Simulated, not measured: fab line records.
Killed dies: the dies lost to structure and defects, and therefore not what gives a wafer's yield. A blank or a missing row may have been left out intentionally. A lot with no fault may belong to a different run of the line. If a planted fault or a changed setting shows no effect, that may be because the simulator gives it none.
The same fault as seen by 2 desks / flow berkeleyCmos170 / what lay behind the numbers comes last; until then each desk has only its own

THE METROLOGY DESK
What the gauges read, lot by lot, whatever tool the lot ran on: means of the sampled wafers that have a number. Marked OUT: a lot whose mean sits more than 4 standard deviations from the usual mean, which makes it out of limits; the brackets give that distance.
Columns: A = PWELL_OXIDE_THK at UCB170_PWELL_THK_MEAS_03, usual 26.4 nm; B = PWELL_NITRIDE_THK at UCB170_PWELL_THK_MEAS_06, usual 221.1 nm; C = PWELL_OVL at UCB170_PWELL_OVL_MEAS_13, usual 2 nm
lot=L899; first seen here=day 2 22:20; A=27.0; B=221.0; C=-5
lot=L903; first seen here=day 4 03:54; A=25.7; B=224.0; C=-5
lot=L914; first seen here=day 6 07:58; A=26.0; B=220.6; C=-0
lot=L915; first seen here=day 6 11:53; A=26.9; B=221.7; C=0
lot=L919; first seen here=day 7 07:07; A=27.0; B=219.6; C=10
lot=L920; first seen here=day 7 14:42; A=27.5; B=220.7; C=-3
Finding of this desk: none of the 6 lots has anything out of limits.

AT THE TOOL OWNER'S DESK: lithoTrack-04
The tool's own readings at UCB170_PWELL_PEB_11, given as means over the sampled wafers that have a number, one for each lot that went through this tool. Marked OUT: a lot whose mean sits more than 4 standard deviations from the usual mean, which makes it out of limits; the brackets give that distance.
Columns: A = heaterPowerTotalW at UCB170_PWELL_PEB_11, usual 56.79 W; B = plateTempC at UCB170_PWELL_PEB_11, usual 129.99 C
lot=L899; first seen here=day 3 05:28; A=56.76; B=129.94
lot=L914; first seen here=day 6 15:25; A=58.53 (+36) OUT; B=133.05 (+22) OUT
lot=L915; first seen here=day 6 19:44; A=58.51 (+36) OUT; B=133.13 (+22) OUT
Finding of this desk: L914, L915 out of limits; the first was L914 at day 6 15:25, on heaterPowerTotalW at UCB170_PWELL_PEB_11. L899: within limits.

ALL TOGETHER
The tool owner's desk had the chance to raise an alarm at day 6 15:25 on L914, L915.
At the metrology desk, nothing out of limits was observed.
The metrology desk has L914, L915 on record, within its limits.
The lots listed all ran UCB170_PWELL_PEB_11 on lithoTrack-04.

WHAT THE SIMULATOR HAD INSERTED
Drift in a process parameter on lithoTrack-04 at UCB170_PWELL_PEB_11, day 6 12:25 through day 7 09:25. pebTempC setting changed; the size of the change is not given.
Struck lots among those shown: L914, L915.
Hours from the fault's start to each desk's first reading out of limits: the tool owner's desk, 3.
